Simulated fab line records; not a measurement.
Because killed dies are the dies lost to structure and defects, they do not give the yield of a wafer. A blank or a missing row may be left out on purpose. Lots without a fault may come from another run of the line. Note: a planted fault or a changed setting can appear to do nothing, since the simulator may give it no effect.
Which tool did it? :: flow ritCmos :: 21 wafers sampled from 7 lots at 1 step of a route of 202

WHAT THE GAUGES SHOWED, per wafer
RIT_FOX2_THK_MEAS_90.
lot: L140
measured: day 2 07:00
on: filmMetro-04
FIELD_OXIDE_LEFT_1_THK (nm): 317 322 317

lot: L142
measured: day 2 16:19
on: filmMetro-03
FIELD_OXIDE_LEFT_1_THK (nm): 314 317 313

lot: L149
measured: day 4 04:07
on: filmMetro-04
FIELD_OXIDE_LEFT_1_THK (nm): 325 323 322

lot: L152
measured: day 4 19:19
on: filmMetro-04
FIELD_OXIDE_LEFT_1_THK (nm): 321 324 323

lot: L154
measured: day 5 04:53
on: filmMetro-04
FIELD_OXIDE_LEFT_1_THK (nm): 319 326 320

lot: L157
measured: day 6 04:21
on: filmMetro-03
FIELD_OXIDE_LEFT_1_THK (nm): 319 323 325

lot: L161
measured: day 6 18:49
on: filmMetro-03
FIELD_OXIDE_LEFT_1_THK (nm): 325 335 323

WHICH TOOL RAN EACH LOT (tool, then ch and the chambers of the sampled wafers, then the start)
No process step before these readings appears in the record.

THE ANSWER, worked out from the rows above alone
Rule: the lots themselves supply what counts as usual. The widest of any qualifying gaps counts: lots, ordered by their means at a reading, are off when they make up no more than a third of the lots, leave a main group of 4 or more, and stand apart from it by 3 or more times the standard deviation of that group's means. Not used: any main group whose means are identical at the precision the tables above print for the reading. Also off: a lot with no number at a reading for which 4 or more lots have one. The other lots that the step has rows for count as sound.
Nothing can be told from this: no lot is off at any reading shown.

WHAT THE SIMULATOR PUT IN
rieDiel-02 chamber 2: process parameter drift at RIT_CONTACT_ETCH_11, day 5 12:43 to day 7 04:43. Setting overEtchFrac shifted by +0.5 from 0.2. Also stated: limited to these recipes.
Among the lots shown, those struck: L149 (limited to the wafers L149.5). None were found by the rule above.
